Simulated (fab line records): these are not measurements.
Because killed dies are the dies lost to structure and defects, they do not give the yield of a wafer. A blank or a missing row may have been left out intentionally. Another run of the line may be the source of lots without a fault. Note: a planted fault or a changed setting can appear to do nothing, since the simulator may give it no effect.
Which of the tools did it? / flow rit cmos / 42 wafers from 14 lots sampled at 3 of the route's 202 steps

WHAT THE GAUGES READ, wafer by wafer
RIT_M1_RS_MEAS_01: measures by four-point-probe.
lot=L711; measured=day 3 18:10; on=film metro-04; M1_AL_RS (ohm/sq)=0.0734 0.0744 0.0737
lot=L712; measured=day 3 20:35; on=film metro-01; M1_AL_RS (ohm/sq)=0.0730 0.0746 0.0740
lot=L713; measured=day 4 00:46; on=film metro-01; M1_AL_RS (ohm/sq)=0.0745 0.0745 0.0735
lot=L716; measured=day 4 14:24; on=film metro-03; M1_AL_RS (ohm/sq)=0.0737 0.0721 0.0737
lot=L715; measured=day 4 14:43; on=film metro-04; M1_AL_RS (ohm/sq)=0.0734 0.0734 0.0737
lot=L714; measured=day 4 14:55; on=film metro-03; M1_AL_RS (ohm/sq)=0.0742 0.0745 0.0752
lot=L717; measured=day 4 19:16; on=film metro-04; M1_AL_RS (ohm/sq)=0.0749 0.0749 0.0751
lot=L718; measured=day 5 00:14; on=film metro-04; M1_AL_RS (ohm/sq)=0.0734 0.0735 0.0737
lot=L720; measured=day 5 08:56; on=film metro-03; M1_AL_RS (ohm/sq)=0.0749 0.0731 0.0741
lot=L721; measured=day 5 14:12; on=film metro-01; M1_AL_RS (ohm/sq)=0.0738 0.0730 0.0739
lot=L723; measured=day 6 03:25; on=film metro-03; M1_AL_RS (ohm/sq)=0.0736 0.0720 0.0737
lot=L731; measured=day 8 02:04; on=film metro-03; M1_AL_RS (ohm/sq)=0.0722 0.0768 0.0738
lot=L732; measured=day 8 11:22; on=film metro-03; M1_AL_RS (ohm/sq)=0.0741 0.0750 0.0740
lot=L733; measured=day 8 13:04; on=film metro-04; M1_AL_RS (ohm/sq)=0.0778 0.0736 0.0737

RIT_M1_THK_MEAS_02: measures by xrf.
lot=L711; measured=day 3 18:17; on=film metro-04; M1_AL_THK (nm)=402 398 402
lot=L712; measured=day 3 20:42; on=film metro-01; M1_AL_THK (nm)=402 395 398
lot=L713; measured=day 4 00:52; on=film metro-01; M1_AL_THK (nm)=395 395 402
lot=L716; measured=day 4 14:31; on=film metro-03; M1_AL_THK (nm)=406 412 403
lot=L715; measured=day 4 14:50; on=film metro-04; M1_AL_THK (nm)=405 402 401
lot=L714; measured=day 4 15:02; on=film metro-03; M1_AL_THK (nm)=402 402 398
lot=L717; measured=day 4 19:22; on=film metro-04; M1_AL_THK (nm)=395 394 393
lot=L718; measured=day 5 00:20; on=film metro-04; M1_AL_THK (nm)=406 404 404
lot=L720; measured=day 5 09:03; on=film metro-03; M1_AL_THK (nm)=395 407 400
lot=L721; measured=day 5 14:19; on=film metro-01; M1_AL_THK (nm)=399 404 400
lot=L723; measured=day 6 03:31; on=film metro-03; M1_AL_THK (nm)=403 410 402
lot=L731; measured=day 8 02:11; on=film metro-03; M1_AL_THK (nm)=410 387 403
lot=L732; measured=day 8 11:27; on=film metro-03; M1_AL_THK (nm)=404 396 401
lot=L733; measured=day 8 13:11; on=film metro-04; M1_AL_THK (nm)=384 405 406

WHICH TOOL RAN EACH LOT (tool, then ch and the chambers of the sampled wafers, then the start)
lot=L711; RIT_M1_SPUTTER_00=pvd sputter-01, day 3 17:51
lot=L712; RIT_M1_SPUTTER_00=pvd sputter-04, day 3 20:17
lot=L713; RIT_M1_SPUTTER_00=pvd sputter-02, day 4 00:26
lot=L716; RIT_M1_SPUTTER_00=pvd sputter-04, day 4 14:05
lot=L715; RIT_M1_SPUTTER_00=pvd sputter-01, day 4 14:24
lot=L714; RIT_M1_SPUTTER_00=pvd sputter-02, day 4 14:38
lot=L717; RIT_M1_SPUTTER_00=pvd sputter-04, day 4 18:55
lot=L718; RIT_M1_SPUTTER_00=pvd sputter-02, day 4 23:55
lot=L720; RIT_M1_SPUTTER_00=pvd sputter-02, day 5 08:38
lot=L721; RIT_M1_SPUTTER_00=pvd sputter-04, day 5 13:53
lot=L723; RIT_M1_SPUTTER_00=pvd sputter-04, day 6 03:04
lot=L731; RIT_M1_SPUTTER_00=pvd sputter-01, day 8 01:47
lot=L732; RIT_M1_SPUTTER_00=pvd sputter-04, day 8 11:00
lot=L733; RIT_M1_SPUTTER_00=pvd sputter-01, day 8 12:46
- RIT_M1_SPUTTER_00: material Al, target thk 400 nm, time 500 s.

AS READ BY THE TOOLS THEMSELVES (means over the sampled wafers that have a number; for cases with no such wafer, the mark the record gives instead)
RIT_M1_SPUTTER_00.
lot=L711; tool=pvd sputter-01; throttle valve pct (%)=28.8
lot=L712; tool=pvd sputter-04; throttle valve pct (%)=29.4
lot=L713; tool=pvd sputter-02; throttle valve pct (%)=30.1
lot=L716; tool=pvd sputter-04; throttle valve pct (%)=30.1
lot=L715; tool=pvd sputter-01; throttle valve pct (%)=28.9
lot=L714; tool=pvd sputter-02; throttle valve pct (%)=30.6
lot=L717; tool=pvd sputter-04; throttle valve pct (%)=30.0
lot=L718; tool=pvd sputter-02; throttle valve pct (%)=29.5
lot=L720; tool=pvd sputter-02; throttle valve pct (%)=30.1
lot=L721; tool=pvd sputter-04; throttle valve pct (%)=30.4
lot=L723; tool=pvd sputter-04; throttle valve pct (%)=30.1
lot=L731; tool=pvd sputter-01; throttle valve pct (%)=29.2
lot=L732; tool=pvd sputter-04; throttle valve pct (%)=30.1
lot=L733; tool=pvd sputter-01; throttle valve pct (%)=29.0

THE ANSWER, worked out from the rows above alone
Rule: what is usual is taken from the lots themselves. The widest of any qualifying gaps counts: lots, ordered by their means at a reading, are off when they make up no more than a third of the lots, leave a main group of 4 or more, and stand apart from it by 3 or more times the standard deviation of that group's means. A main group is skipped when, at the precision printed for the reading in the tables above, its means are all equal. Also off: a lot with no number at a reading for which 4 or more lots have one. Where the step has rows for the other lots, those lots are counted as sound. After the gauges, taken in route order, come the tools' own readings; for these a lot's mean is taken, as printed above. The first step at which some lot is off is used, and at that step the reading that is off furthest; a lot without a number counts as furthest.
No lot is off on any of the readings shown, so nothing can be concluded from this.

WHAT THE SIMULATOR HAD PUT IN
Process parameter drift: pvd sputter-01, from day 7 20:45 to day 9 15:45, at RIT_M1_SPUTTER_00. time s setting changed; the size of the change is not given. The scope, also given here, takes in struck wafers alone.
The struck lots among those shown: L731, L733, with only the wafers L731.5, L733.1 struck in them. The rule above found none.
